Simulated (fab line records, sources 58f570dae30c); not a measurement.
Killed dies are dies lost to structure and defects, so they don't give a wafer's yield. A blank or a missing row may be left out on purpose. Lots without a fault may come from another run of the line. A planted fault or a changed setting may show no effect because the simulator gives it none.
Which tool did it? | flow berkeley_cmos170 | 7 lots, 21 wafers sampled, at 3 steps of a route of 331

WHAT THE GAUGES READ, wafer by wafer
UCB170_PLDD_TW_MEAS_11.
lot  | measured     | on            | PLDD_TW
L119 | day 5 21:10  | film_metro-01 | 1006 1010 1007
L120 | day 6 14:42  | film_metro-01 | 1000 1007 1001
L124 | day 7 14:10  | film_metro-01 | 1142 1132 1135
L132 | day 9 00:42  | film_metro-01 | 1002 1004 1007
L134 | day 10 04:36 | film_metro-02 | 1049 1039 1045
L136 | day 10 03:57 | film_metro-02 | 1036 1040 1042
L140 | day 11 00:50 | film_metro-02 | 1055 1050 1047

WHICH TOOL RAN EACH LOT (tool, then ch and the chambers of the sampled wafers, then the start)
lot  | UCB170_PVT_STRIP_08                  | UCB170_PLDD_IMPLANT_08
L119 | plasma_asher-01 ch 0,1, day 5 05:43  | implanter-04 ch 0, day 5 20:49
L120 | plasma_asher-03 ch 0,1, day 5 21:26  | implanter-04 ch 0, day 6 14:18
L124 | plasma_asher-03 ch 0,1, day 6 23:04  | implanter-04 ch 0, day 7 13:28
L132 | plasma_asher-04 ch 0,1, day 8 09:39  | implanter-04 ch 0, day 9 00:18
L134 | plasma_asher-04 ch 0,1, day 9 07:53  | implanter-02 ch 0, day 10 04:12
L136 | plasma_asher-03 ch 0,1, day 9 11:20  | implanter-01 ch 0, day 10 03:35
L140 | plasma_asher-04 ch 0,1, day 10 09:11 | implanter-02 ch 0, day 11 00:27
- UCB170_PVT_STRIP_08: strips in O2.
- UCB170_PLDD_IMPLANT_08

THE ANSWER, worked out from the rows above alone
Rule: what is usual is taken from the lots themselves. Put in order of their means at a reading, lots are off if they are a third of the lots or fewer, leave a main group of 4 or more, and stand apart from it by a gap of 3 or more times the standard deviation of the main group's means; of several such gaps the widest counts. A main group whose means are all the same, to the digits that the tables above print for the reading, isn't used. A lot without any number at a reading at which 4 lots or more have one is off too. The other lots that the step has rows for count as sound.
Off: L124, at UCB170_PLDD_TW_MEAS_11 (PLDD_TW). The main group: mean 1025, standard deviation 20.
A tool fits if, at a process step before that reading, it ran every lot that is off, and no sound lot after the first of them. The gauges at UCB170_PLDD_TW_MEAS_11 are tried like those tools. None of those tried fits.

WHAT THE SIMULATOR HAD PUT IN
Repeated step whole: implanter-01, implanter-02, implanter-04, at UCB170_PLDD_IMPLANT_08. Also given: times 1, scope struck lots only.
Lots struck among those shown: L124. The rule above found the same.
